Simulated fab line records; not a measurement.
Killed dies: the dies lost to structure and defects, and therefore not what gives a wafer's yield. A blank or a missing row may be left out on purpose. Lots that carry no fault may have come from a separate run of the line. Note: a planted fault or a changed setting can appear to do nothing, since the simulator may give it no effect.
2 desks, one fault | flow berkeleyCmos170 | each desk holds nothing but its own numbers, with what lay behind them at the end

== AT THE METROLOGY DESK ==
What the gauges read, lot by lot, whatever tool the lot ran on: means of the sampled wafers that have a number. A lot is out of limits, marked OUT, if its mean lies more than 4 standard deviations from the usual mean; the brackets give that distance.
Columns: A = V1_TEOS_THK at UCB170_V1_THK_MEAS_01, usual 2016 nm
lot  | first seen here | A
L540 | day 8 00:05     | 2045
L542 | day 8 22:32     | 1985
L543 | day 8 22:32     | 2040
L541 | day 8 22:42     | 2007
L547 | day 9 02:34     | 2025
L545 | day 9 06:29     | 1992
L550 | day 10 07:35    | 2044
L556 | day 10 18:17    | 2010
L555 | day 10 20:19    | 2025
L557 | day 10 20:20    | 2004
L560 | day 11 23:28    | 2024
L562 | day 12 13:08    | 2041
This desk found nothing out of limits on any of the 12 lots.

== DESK OF THE TOOL OWNER: rieDiel-01 ==
The tool's own readings at UCB170_ACTIVE_ETCH_15 (etches Si3N4 in CH3F/Ar/O2, stops on SiO2, target depth 242 nm, time 151 s): means of the sampled wafers that have a number, for each lot that ran on this tool. A lot is out of limits, marked OUT, if its mean lies more than 4 standard deviations from the usual mean; the brackets give that distance.
Columns: A = CH3F_flow_sccm at UCB170_ACTIVE_ETCH_15, usual 20.01 sccm; B = chamberPressureMTorr at UCB170_ACTIVE_ETCH_15, usual 49.99 mTorr; C = drypumpMotorCurrentA at UCB170_ACTIVE_ETCH_15, usual 5.3 A; D = oesProductAu at UCB170_ACTIVE_ETCH_15, usual 0.938 a.u.; E = throttleValvePct at UCB170_ACTIVE_ETCH_15, usual 8.07 %
lot  | first seen here | A     | B     | C   | D                | E
L541 | day 4 23:36     | 19.98 | 49.99 | 5.8 | 0.933            | 7.95
L543 | day 5 00:05     | 20.07 | 50.03 | 5.0 | 0.923            | 8.00
L545 | day 5 17:14     | 20.04 | 49.99 | 5.5 | 0.925            | 7.96
L549 | day 6 08:17     | 19.97 | 49.99 | 5.5 | 0.767 (-9.0) OUT | 8.16
L551 | day 7 08:15     | 19.97 | 50.01 | 5.5 | 0.757 (-9.5) OUT | 7.94
This desk's verdict: out of limits on L549, L551, starting with L549 at day 6 08:17 (oesProductAu at UCB170_ACTIVE_ETCH_15). In limits: L541, L543, L545.

== BROUGHT TOGETHER ==
The tool owner's desk could have raised an alarm at day 6 08:17, on L549, L551.
Nothing out of limits was seen by the metrology desk.
The metrology desk has no number on record for L549, L551.
Every lot named ran UCB170_ACTIVE_ETCH_15 on rieDiel-01.

== WHAT THE SIMULATOR HAD INSERTED ==
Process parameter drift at UCB170_ACTIVE_ETCH_15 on rieDiel-01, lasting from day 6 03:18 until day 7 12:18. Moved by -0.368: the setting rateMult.
Lots struck among those shown: L549, L551.
Each desk's first reading out of limits, in hours after the fault started: the tool owner's desk, 5.
